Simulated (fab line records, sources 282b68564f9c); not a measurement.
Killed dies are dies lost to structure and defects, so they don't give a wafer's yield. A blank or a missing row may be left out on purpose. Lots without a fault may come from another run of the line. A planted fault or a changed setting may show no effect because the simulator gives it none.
Which tool did it? | flow rit_cmos | 14 lots, 42 wafers sampled, at 5 steps of a route of 202

WHAT THE GAUGES READ, wafer by wafer
RIT_GATE_OVL_MEAS_17. Usual: GATE_OVL 0.0 nm, standard deviation 1.2.
lot  | measured    | on         | GATE_OVL (nm)  | flag
L381 | day 2 20:24 | overlay-02 | 2.5 1.0 0.7    |
L382 | day 3 03:26 | overlay-02 | -1.6 -2.3 -0.3 |
L386 | day 3 21:11 | overlay-01 | -1.1 -0.4 -0.6 |
L388 | day 4 10:30 | overlay-01 | 1.4 0.8 1.0    |
L389 | day 4 17:49 | overlay-02 | 1.0 -0.1 0.8   |
L390 | day 4 19:23 | overlay-02 | -0.9 -1.5 -0.5 |
L391 | day 5 00:53 | overlay-01 | 1.0 0.1 1.5    |
L392 | day 5 06:05 | overlay-01 | -1.0 0.4 -0.1  |
L393 | day 5 07:42 | overlay-01 | 1.8 2.6 2.8    |
L397 | day 6 03:03 | overlay-02 | 0.9 -0.1 -1.3  |
L399 | day 6 15:47 | overlay-01 | 0.0 -0.3 0.9   |
L400 | day 6 20:50 | overlay-01 | -0.6 -0.7 0.1  |
L402 | day 7 08:51 | overlay-02 | -0.2 -0.2 -0.6 |
L403 | day 7 10:15 | overlay-02 | 0.7 0.1 0.3    |

RIT_PLDD_OVL_MEAS_06. Usual: PLDD_OVL 0.1 nm, standard deviation 1.3.
lot  | measured    | on         | PLDD_OVL (nm)  | flag
L381 | day 3 03:37 | overlay-02 | -0.9 -1.0 -2.5 |
L382 | day 3 10:11 | overlay-02 | -1.1 -1.6 -1.0 |
L386 | day 4 05:23 | overlay-01 | 0.3 0.1 0.6    |
L388 | day 4 18:08 | overlay-02 | 2.0 0.8 1.3    |
L389 | day 5 00:39 | overlay-02 | 1.1 0.8 1.7    |
L390 | day 5 02:22 | overlay-02 | 0.0 0.0 -0.1   |
L391 | day 5 07:36 | overlay-02 | -0.5 1.4 0.6   |
L392 | day 5 12:08 | overlay-01 | 2.0 -0.7 0.8   |
L393 | day 5 14:10 | overlay-02 | 1.8 2.8 1.5    |
L397 | day 6 10:04 | overlay-01 | 0.7 -0.5 -1.2  |
L399 | day 6 22:03 | overlay-01 | 1.0 -1.4 1.4   |
L400 | day 7 04:20 | overlay-02 | 2.0 0.7 1.4    |
L402 | day 7 14:50 | overlay-01 | 2.2 2.5 1.9    |
L403 | day 7 17:14 | overlay-02 | -1.3 -1.5 -2.2 |

RIT_PSD_TW_MEAS_10. Usual: PSD_TW 3406, standard deviation 29.
lot  | measured    | on            | PSD_TW         | flag
L381 | day 3 10:34 | film_metro-03 | 3371 3388 3404 |
L382 | day 3 17:14 | film_metro-04 | 3435 3424 3418 |
L386 | day 4 12:23 | film_metro-02 | 3431 3428 3430 |
L388 | day 5 00:09 | film_metro-03 | 3376 3380 3372 |
L389 | day 5 06:46 | film_metro-02 | 3447 3449 3458 |
L390 | day 5 08:34 | film_metro-03 | 3368 3370 3370 |
L391 | day 5 13:38 | film_metro-04 | 3428 3426 3440 |
L392 | day 5 18:19 | film_metro-03 | 3385 3364 3347 |
L393 | day 5 20:21 | film_metro-03 | 3379 3382 3376 |
L397 | day 6 16:19 | film_metro-04 | 3427 3431 3445 |
L399 | day 7 04:40 | film_metro-03 | 3370 3370 3370 |
L400 | day 7 10:21 | film_metro-04 | 3425 3419 3410 |
L402 | day 7 20:44 | film_metro-04 | 3422 3413 3417 |
L403 | day 7 23:13 | film_metro-04 | 3412 3425 3432 |

RIT_SDANNEAL_RS_MEAS_06: measures by four-point-probe. Usual: PLDD_RS 178.7 ohm/sq, standard deviation 0.54.
lot  | measured    | on            | PLDD_RS (ohm/sq)  | flag
L381 | day 3 11:20 | film_metro-03 | 178.5 178.3 178.2 |
L382 | day 3 18:00 | film_metro-03 | 178.5 178.0 178.4 |
L386 | day 4 13:07 | film_metro-03 | 178.7 178.7 178.5 |
L388 | day 5 00:53 | film_metro-04 | 178.6 178.6 178.5 |
L389 | day 5 07:29 | film_metro-02 | 177.9 177.9 177.7 |
L390 | day 5 09:18 | film_metro-03 | 180.0 179.9 179.5 |
L391 | day 5 14:22 | film_metro-03 | 179.1 179.3 179.8 |
L392 | day 5 19:06 | film_metro-03 | 178.7 178.9 179.4 |
L393 | day 5 21:04 | film_metro-04 | 178.1 178.6 178.2 |
L397 | day 6 17:26 | film_metro-02 | 185.2 184.8 185.1 | OFF
L399 | day 7 05:36 | film_metro-03 | 185.8 185.7 186.2 | OFF
L400 | day 7 11:07 | film_metro-03 | 179.3 179.0 179.5 |
L402 | day 7 21:34 | film_metro-04 | 178.4 178.9 177.8 |
L403 | day 7 23:58 | film_metro-04 | 177.9 178.2 178.5 |

WHICH TOOL RAN EACH LOT (tool, then ch and the chambers of the sampled wafers, then the start)
lot  | RIT_PLDD_IMPLANT_08
L381 | implanter-03 ch 0, day 3 03:50
L382 | implanter-02 ch 0, day 3 10:22
L386 | implanter-04 ch 0, day 4 05:34
L388 | implanter-02 ch 0, day 4 18:20
L389 | implanter-02 ch 0, day 5 00:50
L390 | implanter-03 ch 0, day 5 02:34
L391 | implanter-02 ch 0, day 5 07:47
L392 | implanter-03 ch 0, day 5 12:23
L393 | implanter-03 ch 0, day 5 14:22
L397 | implanter-03 ch 0, day 6 10:16
L399 | implanter-03 ch 0, day 6 22:15
L400 | implanter-02 ch 0, day 7 04:31
L402 | implanter-02 ch 0, day 7 15:01
L403 | implanter-04 ch 0, day 7 17:26
- RIT_PLDD_IMPLANT_08

WHAT THE TOOLS THEMSELVES READ (means of the sampled wafers that have a number; where no wafer has one, the mark that the record gives instead)
RIT_PLDD_IMPLANT_08. Usual: dose_ions_cm2 9e+14, standard deviation 9.7e+11; end_station_pressure_torr 7.2e-06 Torr, standard deviation 3.7e-07.
lot  | tool         | dose_ions_cm2 | end_station_pressure_torr (Torr) | flag
L381 | implanter-03 | 9e+14         | 7.1e-06                          |
L382 | implanter-02 | 9e+14         | 7.3e-06                          |
L386 | implanter-04 | 9e+14         | 7.2e-06                          |
L388 | implanter-02 | 9e+14         | 7.2e-06                          |
L389 | implanter-02 | 9e+14         | 7.2e-06                          |
L390 | implanter-03 | 9e+14         | 7.4e-06                          |
L391 | implanter-02 | 9e+14         | 6.8e-06                          |
L392 | implanter-03 | 9e+14         | 7.2e-06                          |
L393 | implanter-03 | 9e+14         | 7.5e-06                          |
L397 | implanter-03 | 9e+14         | 7.6e-06                          |
L399 | implanter-03 | 9e+14         | 7.3e-06                          |
L400 | implanter-02 | 9e+14         | 7.2e-06                          |
L402 | implanter-02 | 9e+14         | 7.1e-06                          |
L403 | implanter-04 | 9e+14         | 7.1e-06                          |

THE ANSWER, worked out from the rows above alone
Rule: a lot is off if the mean of its wafers that have a number lies more than 3 standard deviations from the usual mean. A lot without any number at a reading at which 4 lots or more have one is off too. The other lots that the step has rows for count as sound. The gauges are gone through in route order, then the tools' own readings, and for those a lot's mean is taken as printed above. The first step at which some lot is off is used, and at that step the reading that is off furthest; a lot without a number counts as furthest.
Off: L397, L399, at RIT_SDANNEAL_RS_MEAS_06 (PLDD_RS).
A tool fits if, at a process step before that reading, it ran every lot that is off, and no sound lot after the first of them. The gauges at RIT_SDANNEAL_RS_MEAS_06 are tried like those tools. One fits: implanter-03 at RIT_PLDD_IMPLANT_08. Its last sound lot is L393 (day 5 14:22), its first lot that is off L397 (day 6 10:16): a fault that began between those two fits.

WHAT THE SIMULATOR HAD PUT IN
Process parameter drift: implanter-03, from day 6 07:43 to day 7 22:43, at RIT_PLDD_IMPLANT_08. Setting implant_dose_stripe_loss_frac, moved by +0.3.
Lots struck among those shown: L397, L399. The rule above found the same.
